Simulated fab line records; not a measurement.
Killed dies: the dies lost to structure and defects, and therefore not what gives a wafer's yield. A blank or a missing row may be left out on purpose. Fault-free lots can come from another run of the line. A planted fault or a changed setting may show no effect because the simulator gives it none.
fab line records | flow rit-cmos
[record] lots = 6 wafers = 18 last-day = 7
route steps=202 shown GATE@92 REOX@98 NLDD@103 M1@202
lots with no fault: from the same line, run without faults
start-h: the number of hours between the record's first day and the start of the first shown wafer of the lot | wait-h: time in hours since the lot's previous step | " the same as in the row above | L1.1+2: several wafers, shown together as one row | - no value, or no start given | * or withheld: withheld | < > ~ a bound
route shown NAME@n: a module of which the file shows steps, and the number in the route of the first | usual: mean/standard deviation taken from wafers without a fault | same: alike in all rows | chamber/n: place in a boat | sites: per-site readings | _std_site: standard deviation across them | _edge_site: mean of outer sites minus mean of inner sites | radius-mm: how far each site lies from the wafer's centre | mask NAME#n: copy n | behind: the tool/chamber that last shaped the wafer | hold: the reason the lot was held/the length of the hold in hours/how it ended | device: names the non-switching transistor (n, p or np) | end of line: the same wafers' tests at the end of the route | for a step that has no rows: nothing shown but its recipe | killed: at the first sort, the dies lost to defects and structure; wafer yield is something else | map: the dies of a wafer, with x for killed, . for not killed, _ for no die there
set.NAME: setting as actually run; set.NAME@STEP: the setting as run at that earlier step | model.NAME: the simulator's own value behind a step, which no gauge read
lots at selected steps of the route; one table per step, one row per wafer
services: when a tool's chamber went out of use (start-h, in hours from the record's first day, below 0 if earlier), for how many hours, and the reason
[[steps]]
[step RIT_GATE_CD_MEAS_16]
[recipe] target-cd-nm = 150
[usual] cd-nm = 150.6/2.1
// columns lot.wafer tool chamber start-h wait-h cd-nm
L270.1 cd-sem-02 - 52.24 - 150.4
L270.4 " - " " 150.7
L270.6 " - " " 147.0
L273.1 cd-sem-01 - 66.60 - 149.9
L273.3 " - " " 150.7
L273.4 " - " " 149.8
L283.1 cd-sem-02 - 116.22 - 154.4
L283.2 " - " " 151.9
L283.4 " - " " 151.0
L284.3 cd-sem-02 - 121.78 - 152.2
L284.5 " - " " 152.0
L284.6 " - " " 149.6
L288.2 cd-sem-01 - 141.73 - 150.9
L288.3 " - " " 151.4
L288.6 " - " " 151.9
L290.2 cd-sem-01 - 152.86 - 153.0
L290.4 " - " " 153.2
L290.6 " - " " 152.6
[step RIT_GATE_OVL_MEAS_17]
[usual] GATE_OVL = -0.9/1.2
// columns lot.wafer tool chamber start-h wait-h GATE_OVL[nm]
L270.1 overlay-02 - 52.36 0.1 0.7
L270.4 " - " " 0.0
L270.6 " - " " -0.4
L273.1 overlay-01 - 66.72 0.1 -1.3
L273.3 " - " " -0.9
L273.4 " - " " -0.8
L283.1 overlay-01 - 116.34 0.1 0.3
L283.2 " - " " -1.6
L283.4 " - " " -0.7
L284.3 overlay-01 - 121.87 0.1 -2.2
L284.5 " - " " -1.4
L284.6 " - " " -0.6
L288.2 overlay-01 - 141.83 0.1 0.1
L288.3 " - " " -0.9
L288.6 " - " " -0.7
L290.2 overlay-02 - 152.97 0.1 -1.6
L290.4 " - " " -2.2
L290.6 " - " " -2.4
[step RIT_GATE_HARDBAKE_18]
[recipe] resist = NOVOLAK temp-c = 140 time-s = 60
[step RIT_GATE_ETCH_19]
[recipe] chemistry = SF6/CHF3/O2 time-s = 165 SF6_flow_sccm = 30 CHF3_flow_sccm = 30 O2_flow_sccm = 5 target = poly-Si pressure-mtorr = 40 rf-w = 160 target-depth-a = 3125 over-etch-frac = 0.25 stop-on = SiO2
[usual] O2_flow_sccm = 5.001/0.015 drypump-motor-current-A = 5.7/0.37 oes-product-au = 0.849/0.0098 throttle-valve-pct = 10.28/0.17
// columns lot.wafer tool chamber start-h wait-h O2_flow_sccm drypump-motor-current-A oes-product-au rf-hours-counter-h throttle-valve-pct
L270.1 rie-si-02 3 52.55 0.1 4.992 5.5 0.850 81 10.47
L270.4 " 1 " " 5.013 5.0 0.866 28 10.30
L270.6 " 3 " " 4.987 5.5 0.854 - 10.45
L273.1 rie-si-01 2 66.90 0.1 5.008 5.6 0.858 129 10.45
L273.3 " 3 " " 5.006 6.0 0.850 104 10.40
L273.4 " 1 " " 5.007 6.1 0.854 - 10.07
L283.1 rie-si-01 0 116.80 0.1 4.997 6.3 0.862 136 10.19
L283.2 " 3 " " 4.999 6.0 0.847 104 10.40
L283.4 " 2 " " 4.993 5.6 0.855 130 10.42
L284.3 rie-si-02 2 122.04 0.1 4.991 5.9 0.835 2 9.96
L284.5 " 0 " " 5.017 5.4 0.838 - 10.39
L284.6 " 1 " " 5.008 5.1 0.848 - 10.34
L288.2 rie-si-02 0 142.01 0.1 4.993 5.4 0.843 62 10.38
L288.3 " 3 " " 5.001 5.5 0.838 82 10.48
L288.6 " 1 " " 5.008 5.0 0.845 - 10.31
L290.2 rie-si-02 0 153.15 0.1 4.982 5.4 0.846 62 10.40
L290.4 " 3 " " 5.016 5.5 0.856 82 10.47
L290.6 " 0 " " 5.007 5.4 0.848 - 10.41
[step RIT_GATE_STRIP_20]
[recipe] chemistry = O2 time-s = 180 resist = NOVOLAK platen-temp-c = withheld power-w = 500 pressure-mtorr = 4000 o2-flow-sccm = 4000
[usual] drypump-motor-current-A = 5.9/0.41
// columns lot.wafer tool chamber start-h wait-h drypump-motor-current-A rf-hours-counter-h
L270.1 plasma-asher-02 1 52.65 0.1 5.5 41
L270.4 " 1 " " 5.5 -
L270.6 " 0 " " 5.2 -
L273.1 plasma-asher-02 0 67.01 0.1 5.2 43
L273.3 " 1 " " 5.5 -
L273.4 " 0 " " 5.2 -
L283.1 plasma-asher-04 0 116.91 0.1 6.3 51
L283.2 " 1 " " 6.1 51
L283.4 " 0 " " 6.3 -
L284.3 plasma-asher-04 0 122.21 0.1 6.3 -
L284.5 " 1 " " 6.1 -
L284.6 " 0 " " 6.3 -
L288.2 plasma-asher-04 0 142.12 0.1 6.3 54
L288.3 " 1 " " 6.1 -
L288.6 " 1 " " 6.1 -
L290.2 plasma-asher-02 1 153.26 0.1 5.5 4
L290.4 " 0 " " 5.2 -
L290.6 " 1 " " 5.5 -
[step RIT_GATE_CD_MEAS_90]
[recipe] target-cd-nm = 150
[usual] cd-nm = 150.5/2.1
// columns lot.wafer tool chamber start-h wait-h cd-nm
L270.1 cd-sem-02 - 52.83 0.1 150.4
L270.4 " - " " 150.8
L270.6 " - " " 147.0
L273.1 cd-sem-02 - 67.19 0.1 150.0
L273.3 " - " " 150.5
L273.4 " - " " 149.8
L283.1 cd-sem-01 - 117.08 0.1 154.7
L283.2 " - " " 152.0
L283.4 " - " " 151.1
L284.3 cd-sem-02 - 122.37 0.1 152.0
L284.5 " - " " 152.6
L284.6 " - " " 150.0
L288.2 cd-sem-01 - 142.31 0.1 151.0
L288.3 " - " " 151.7
L288.6 " - " " 151.9
L290.2 cd-sem-02 - 153.45 0.1 152.7
L290.4 " - " " 153.0
L290.6 " - " " 152.2
[step RIT_REOX_CLEAN_00]
[recipe] chemistry = SC1 mix = 3:3:50 time-s = 600 temp-c = 75
[step RIT_REOX_CLEAN_01]
[recipe] chemistry = dHF dilution = 50:1 time-s = 30
[step RIT_REOX_CLEAN_02]
[recipe] chemistry = SC2 mix = 3:3:50 time-s = 600 temp-c = 75 dry = n2-spin
[step RIT_REOX_OXIDATION_03]
[recipe] temp-c = 900 ambient = O2 target-thk-a = 252 ox-time-s = 5580
[step RIT_REOX_THK_MEAS_04]
[recipe] reads = SiO2_of_REOX_OXIDATION_03
[usual] REOX_OXIDE_THK = 25.1/0.54
// columns lot.wafer tool chamber start-h wait-h REOX_OXIDE_THK[nm]
L270.1 film-metro-01 - 55.90 0.0 25.0
L270.4 " - " " 24.7
L270.6 " - " " 24.3
L273.1 film-metro-01 - 70.22 0.0 25.2
L273.3 " - " " 24.9
L273.4 " - " " 25.0
L283.1 film-metro-03 - 120.14 0.0 25.2
L283.2 " - " " 25.1
L283.4 " - " " 25.0
L284.3 film-metro-01 - 126.03 0.0 25.8
L284.5 " - " " 25.5
L284.6 " - " " 25.2
L288.2 film-metro-03 - 146.01 0.0 24.8
L288.3 " - " " 24.6
L288.6 " - " " 24.6
L290.2 film-metro-03 - 156.48 0.0 25.3
L290.4 " - " " 25.4
L290.6 " - " " 25.5
[step RIT_NLDD_HMDS_00]
[recipe] prime-time-s = 60 prime-temp-c = 140
[step RIT_NLDD_COAT_01]
[recipe] resist = NOVOLAK spin-rpm = 3250 resist-thk-nm = 1000
[usual] resist-line-temp-C = 22.99/0.1 spin-speed-rpm = 3249.9/1.8
// columns lot.wafer tool chamber start-h wait-h resist-line-temp-C spin-speed-rpm model.NOVOLAK_of_NLDD_COAT_01.thk-nm
L270.1 litho-track-04 0 56.15 0.1 23.09 3246.2 1005
L270.4 " 0 " " 23.11 3247.2 1002
L270.6 " 0 " " 23.14 3247.3 1001
L273.1 litho-track-01 0 70.43 0.1 23.18 3251.2 1003
L273.3 " 0 " " 23.14 3253.6 1003
L273.4 " 0 " " 23.05 3250.0 1001
L283.1 litho-track-01 0 120.35 0.1 22.97 3299.0 996.6
L283.2 " 0 " " 22.91 3300.6 995
L283.4 " 0 " " 22.99 3299.8 996.1
L284.3 litho-track-01 0 126.32 0.1 23.04 3299.3 992.2
L284.5 " 0 " " 23.10 3301.1 990.8
L284.6 " 0 " " 22.97 3299.3 991.1
L288.2 litho-track-04 0 146.24 0.1 23.05 3254.2 1006
L288.3 " 0 " " 23.02 3251.3 1003
L288.6 " 0 " " 23.01 3249.7 1002
L290.2 litho-track-04 0 156.70 0.1 22.90 3251.8 999.2
L290.4 " 0 " " 22.94 3249.6 1002
L290.6 " 0 " " 22.94 3254.0 995.8
[step RIT_NLDD_SOFTBAKE_02]
[recipe] resist = NOVOLAK temp-c = 90 time-s = 60
[step RIT_NLDD_EXPOSE_03]
[recipe] mask-id = M7 na = 0.57 target-cd-nm = 40700 dose-mj = 250
[step RIT_NLDD_PEB_04]
[recipe] resist = NOVOLAK temp-c = withheld time-s = withheld
[step RIT_NLDD_DEVELOP_05]
[recipe] resist = NOVOLAK develop-time-s = 50 dev-temp-c = 23
[step RIT_NLDD_OVL_MEAS_06]
[usual] NLDD_OVL = 0.0/1.2
// columns lot.wafer tool chamber start-h wait-h NLDD_OVL[nm]
L270.1 overlay-02 - 56.97 - 1.3
L270.4 " - " " 1.2
L270.6 " - " " 1.1
L273.1 overlay-02 - 71.13 - -1.0
L273.3 " - " " -0.6
L273.4 " - " " 1.0
L283.1 overlay-02 - 121.17 - -0.1
L283.2 " - " " -1.2
L283.4 " - " " -0.5
L284.3 overlay-01 - 126.99 - 2.7
L284.5 " - " " 0.7
L284.6 " - " " 0.6
L288.2 overlay-02 - 147.13 - 0.9
L288.3 " - " " -0.4
L288.6 " - " " -0.4
L290.2 overlay-02 - 157.51 - -2.4
L290.4 " - " " -0.8
L290.6 " - " " -1.6
[step RIT_NLDD_HARDBAKE_07]
[recipe] resist = NOVOLAK temp-c = 140 time-s = 60
[usual] resist-line-temp-C = 23.02/0.12
// columns lot.wafer tool chamber start-h wait-h resist-line-temp-C model.NOVOLAK_of_NLDD_COAT_01.thk-nm
L270.1 litho-track-01 0 57.01 0.0 23.05 888
L270.4 " 0 " " 23.16 885.7
L270.6 " 0 " " 23.14 884.2
L273.1 litho-track-04 0 71.17 0.0 22.93 886.4
L273.3 " 0 " " 23.05 886.7
L273.4 " 0 " " 23.05 885
L283.1 litho-track-01 0 121.21 0.0 22.84 880.8
L283.2 " 0 " " 22.82 879.3
L283.4 " 0 " " 22.93 880.3
L284.3 litho-track-01 0 127.06 0.1 23.12 876.9
L284.5 " 0 " " 22.94 875.8
L284.6 " 0 " " 22.98 876
L288.2 litho-track-04 0 147.19 0.0 23.08 889.2
L288.3 " 0 " " 23.03 886.4
L288.6 " 0 " " 22.95 885.8
L290.2 litho-track-01 0 157.56 0.0 23.13 883.1
L290.4 " 0 " " 23.26 885.6
L290.6 " 0 " " 23.09 880
[step RIT_NLDD_IMPLANT_08]
[recipe] species = P energy-kev = 20 dose-cm2 = 5e+14 tilt-deg = 7
[step RIT_M1_PROBE_99]
[usual] killed-at-contacts = 0.1/0.23 killed-at-front-end = 7/3.1 killed-dies = 7/3.1 killed-open = 3.4/2.1 killed-short = 3.5/2
[same] gross-dies = 264 killed_at_M0_to_M3 = 0 killed_at_M4_up = 0 killed-at-back-side = 0 killed-at-other = 0
// columns lot.wafer tool chamber start-h wait-h killed-at-contacts killed-at-front-end killed-dies killed-open killed-short
L270.1 prober-01 - 75.10 0.1 0 7 7 5 2
L270.4 prober-01 - 75.25 0.2 0 5 5 3 2
L270.6 prober-01 - 75.35 0.2 0 6 6 2 4
L273.1 prober-02 - 88.21 0.1 0 12 12 6 6
L273.3 prober-02 - 88.31 0.2 0 5 5 2 3
L273.4 prober-02 - 88.36 0.2 0 8 8 5 3
L283.1 prober-01 - 136.42 0.1 0 10 10 6 4
L283.2 prober-01 - 136.47 0.1 0 3 3 1 2
L283.4 prober-01 - 136.57 0.2 0 8 8 2 6
L284.3 prober-02 - 142.41 0.2 0 12 12 10 2
L284.5 prober-02 - 142.51 0.2 0 11 11 5 6
L284.6 prober-02 - 142.56 0.2 0 7 7 1 6
L288.2 prober-02 - 162.41 0.1 0 5 5 3 2
L288.3 prober-02 - 162.46 0.2 1 7 8 5 3
L288.6 prober-02 - 162.61 0.2 0 11 11 5 6
L290.2 prober-02 - 174.39 0.1 1 4 5 2 3
L290.4 prober-02 - 174.49 0.2 0 6 6 4 2
L290.6 prober-02 - 174.59 0.2 0 4 4 1 3
// killed by level:class
L270.1 GATE:geometric-particle:open=2 FOX2:geometric-particle:open=1 GATE:geometric-particle:short=1 REOX:geometric-particle:open=1 SPACER:geometric-particle:short=1 SPACER:geometric-particle:open=1
L270.4 GATE:geometric-particle:open=2 SILICIDE:geometric-particle:short=2 REOX:geometric-particle:open=1
L270.6 FOX1:geometric-particle:short=3 GATE:geometric-particle:open=1 REOX:geometric-particle:short=1 SPACER:geometric-particle:open=1
L273.1 FOX2:geometric-particle:open=2 GATE:geometric-particle:open=2 GATE:geometric-particle:short=2 FOX1:geometric-particle:short=1 FOX2:geometric-particle:short=1 SPACER:geometric-particle:short=1 SPACER:geometric-particle:open=1 SILICIDE:geometric-particle:open=1
L273.3 GATE:geometric-particle:short=2 FOX2:geometric-particle:short=1 GATE:geometric-particle:open=1 SILICIDE:geometric-particle:open=1
L273.4 GATE:geometric-particle:open=3 SILICIDE:geometric-particle:short=2 FOX1:geometric-particle:open=1 GATE:geometric-particle:short=1 SILICIDE:geometric-particle:open=1
L283.1 GATE:geometric-particle:short=3 GATE:geometric-particle:open=3 FOX1:geometric-particle:open=2 REOX:geometric-particle:short=1 SILICIDE:geometric-particle:open=1
L283.2 FOX1:geometric-particle:open=1 FOX1:geometric-particle:short=1 SILICIDE:geometric-particle:short=1
L283.4 GATE:geometric-particle:short=2 SPACER:geometric-particle:short=2 FOX2:geometric-particle:open=1 FOX2:geometric-particle:short=1 GATE:geometric-particle:open=1 SILICIDE:geometric-particle:short=1
L284.3 GATE:geometric-particle:open=4 FOX1:geometric-particle:open=3 SPACER:geometric-particle:open=2 GATE:geometric-particle:short=2 REOX:geometric-particle:open=1
L284.5 GATE:geometric-particle:short=4 SPACER:geometric-particle:open=3 GATE:geometric-particle:open=2 FOX2:geometric-particle:short=1 SPACER:geometric-particle:short=1
L284.6 SPACER:geometric-particle:short=2 FOX1:geometric-particle:short=1 FOX2:geometric-particle:short=1 GATE:geometric-particle:short=1 REOX:geometric-particle:open=1 REOX:geometric-particle:short=1
L288.2 GATE:geometric-particle:open=2 GATE:geometric-particle:short=1 SPACER:geometric-particle:open=1 SILICIDE:geometric-particle:short=1
L288.3 SPACER:geometric-particle:short=2 GATE:geometric-particle:short=1 GATE:geometric-particle:open=1 REOX:geometric-particle:open=1 SPACER:geometric-particle:open=1 SILICIDE:geometric-particle:open=1 CONTACT:geometric-particle:open=1
L288.6 GATE:geometric-particle:short=6 GATE:geometric-particle:open=3 SPACER:geometric-particle:open=2
L290.2 FOX1:geometric-particle:short=1 GATE:geometric-particle:open=1 REOX:geometric-particle:short=1 SILICIDE:geometric-particle:short=1 CONTACT:geometric-particle:open=1
L290.4 GATE:geometric-particle:open=3 REOX:geometric-particle:short=1 SPACER:geometric-particle:open=1 SILICIDE:geometric-particle:short=1
L290.6 SILICIDE:geometric-particle:short=2 FOX1:geometric-particle:short=1 SILICIDE:geometric-particle:open=1
[[services]]
// columns tool chamber start-h hours kind
rie-si-01 0 60.62 14.0 repair
plasma-asher-02 - 69.46 7.5 repair
plasma-asher-02 - 108.75 9.0 pm
plasma-asher-02 0 108.75 9.0 vent-cycle
plasma-asher-02 1 108.75 9.0 vent-cycle
plasma-asher-02 0 117.75 - clean
plasma-asher-02 1 117.75 - clean
plasma-asher-04 - 143.73 0.8 repair
[[key]]
[first-sign] step = RIT_NLDD_COAT_01 reading = spin-speed-rpm direction = up sigmas = 27 usual = 3249.9 struck = 3299.8
effect none on later readings
[model-effect] step = RIT_NLDD_COAT_01 value = NOVOLAK_of_NLDD_COAT_01.thk-nm without = 1001 struck = 993.6
[model-effect] step = RIT_NLDD_HARDBAKE_07 value = NOVOLAK_of_NLDD_COAT_01.thk-nm without = 884.8 struck = 878.2
met-at RIT_NLDD_COAT_01
struck-wafers L283.1,L283.2,L283.4,L284.3,L284.5,L284.6
tester-left-out L283,L284
onset-between 70.43 120.35
[fault] kind = process-parameter-drift tool = litho-track-01 chamber = - onset-h = 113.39 steps = RIT_NLDD_COAT_01 channel = spin-rpm offset = 49.679 shape = step end-h = 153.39 acts-in = these-recipes-only stated = 3250
// tester-left-out: of these lots the tester's yield and bins aren't shown, on N5 and GAA mostly nor the transistor test; their killed dies are dies lost to structure and defects alone, not to doping, threshold or leakage, so they don't give the yield
